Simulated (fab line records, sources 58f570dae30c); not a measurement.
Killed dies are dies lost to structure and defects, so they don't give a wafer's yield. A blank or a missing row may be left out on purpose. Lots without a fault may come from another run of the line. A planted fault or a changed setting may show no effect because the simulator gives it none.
Which tool did it? | flow berkeley_cmos170 | 7 lots, 21 wafers sampled, at 1 step of a route of 331

WHAT THE GAUGES READ, wafer by wafer
UCB170_NWELL_OVL_MEAS_12.
lot  | measured    | on         | NWELL_OVL (nm)
L645 | day 2 19:34 | overlay-01 | -14 -8 -7
L647 | day 3 07:18 | overlay-02 | -5 -9 -10
L650 | day 4 14:35 | overlay-02 | -12 -10 -9
L651 | day 4 15:34 | overlay-02 | -15 -9 -14
L659 | day 5 13:32 | overlay-01 | 0 7 0
L662 | day 6 06:41 | overlay-02 | -7 -5 -8
L665 | day 6 21:16 | overlay-01 | -6 3 -1

WHICH TOOL RAN EACH LOT (tool, then ch and the chambers of the sampled wafers, then the start)
The record holds no process step before these readings.

THE ANSWER, worked out from the rows above alone
Rule: what is usual is taken from the lots themselves. Put in order of their means at a reading, lots are off if they are a third of the lots or fewer, leave a main group of 4 or more, and stand apart from it by a gap of 3 or more times the standard deviation of the main group's means; of several such gaps the widest counts. A main group whose means are all the same, to the digits that the tables above print for the reading, isn't used. A lot without any number at a reading at which 4 lots or more have one is off too. The other lots that the step has rows for count as sound.
No lot is off at any reading shown: from this, nothing can be told.

WHAT THE SIMULATOR HAD PUT IN
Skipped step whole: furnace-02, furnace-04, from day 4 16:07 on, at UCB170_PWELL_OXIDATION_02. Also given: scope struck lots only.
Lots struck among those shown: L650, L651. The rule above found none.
